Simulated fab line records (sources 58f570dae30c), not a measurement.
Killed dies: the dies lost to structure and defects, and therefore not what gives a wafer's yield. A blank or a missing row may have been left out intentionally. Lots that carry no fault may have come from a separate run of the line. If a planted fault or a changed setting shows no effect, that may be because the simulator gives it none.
Check of tool commonality -- flow berkeley_cmos170 -- 33 wafers sampled across 11 lots

== WHAT PROMPTED THE OPENING ==
At UCB170_ACTIVE_THK_MEAS_03 the reading ACTIVE_OXIDE_THK is flagged on 2 of 11 lots. Wafers without a fault read 26.3 nm, standard deviation 0.5.
Rule: flag the lot when none of its wafers has a number, or when each of its wafers that has one lies beyond 4 standard deviations from that mean. As for the other lots, they are considered sound.

lot,measured,on,"ACTIVE_OXIDE_THK (nm), wafer by wafer",flag
L962,day 3 23:31,film_metro-01,26.8 26.6 26.6,
L963,day 3 23:31,film_metro-03,26.3 26.6 26.1,
L964,day 3 23:31,film_metro-02,26.4 26.1 26.4,
L966,day 4 11:49,film_metro-03,26.4 26.8 26.3,
L965,day 4 19:05,film_metro-03,26.4 26.3 26.2,
L967,day 4 21:55,film_metro-02,25.6 25.8 26.2,
L968,day 4 21:56,film_metro-03,25.6 25.9 25.8,
L970,day 5 16:12,film_metro-02,25.4 26.1 26.1,
L978,day 6 16:23,film_metro-03,38.5 38.8 38.5,FLAGGED
L977,day 6 16:25,film_metro-02,37.4 37.7 37.7,FLAGGED
L979,day 6 20:05,film_metro-02,26.9 26.9 26.6,
On average the flagged lots' numbers are 38.1 nm, which is +11.8 nm against the usual, or +24 standard deviations.

== EACH LOT AND THE TOOL IT RAN ON ==
The record keeps 1 process step preceding the reading, out of 331 steps on the route. Each cell gives the tool, then ch followed by the chambers the sampled wafers passed through, then the start.
lot,flag,UCB170_ACTIVE_OXIDATION_02
L962,,"furnace-01 ch 0, day 3 22:10"
L963,,"furnace-01 ch 0, day 3 22:10"
L964,,"furnace-01 ch 0, day 3 22:10"
L966,,"furnace-01 ch 0, day 4 10:28"
L965,,"furnace-04 ch 0, day 4 17:43"
L967,,"furnace-04 ch 0, day 4 20:34"
L968,,"furnace-04 ch 0, day 4 20:34"
L970,,"furnace-04 ch 0, day 5 14:48"
L978,FLAGGED,"furnace-04 ch 0, day 6 15:02"
L977,FLAGGED,"furnace-04 ch 0, day 6 15:02"
L979,,"furnace-01 ch 0, day 6 18:44"
These steps, and what they do:
- UCB170_ACTIVE_OXIDATION_02: target thk 26.4 nm, ox time 1260 s.
- UCB170_ACTIVE_THK_MEAS_03

== FLAGGED AGAINST TOTAL, ONE TOOL AT A TIME (gauges that did the reading follow at the end) ==
step,tool,lots run,flagged,share of the flagged lots,sound lots run after its first flagged lot
UCB170_ACTIVE_OXIDATION_02,furnace-01,5,0,none,-
UCB170_ACTIVE_OXIDATION_02,furnace-04,6,2,all,0
UCB170_ACTIVE_THK_MEAS_03,film_metro-01,1,0,none,-
UCB170_ACTIVE_THK_MEAS_03,film_metro-02,5,1,some,1 (L979)
UCB170_ACTIVE_THK_MEAS_03,film_metro-03,5,1,some,0

== WHAT IS ALLOWED BY THE TABLE ==
Rows of the table that ran each flagged lot: 1, that is furnace-04 at UCB170_ACTIVE_OXIDATION_02.
- furnace-04 at UCB170_ACTIVE_OXIDATION_02: 2 of its 6 lots flagged. Last sound lot L970 at day 5 14:48, first flagged lot L977 at day 6 15:02; a fault beginning in between fits.
Left over: one tool, furnace-04 at UCB170_ACTIVE_OXIDATION_02.

== WHAT WAS PUT IN BY THE SIMULATOR ==
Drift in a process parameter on furnace-04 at UCB170_ACTIVE_OXIDATION_02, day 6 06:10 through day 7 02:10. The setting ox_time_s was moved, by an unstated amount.
Lots struck among those shown: L978, L977. The rule above reached the same finding.
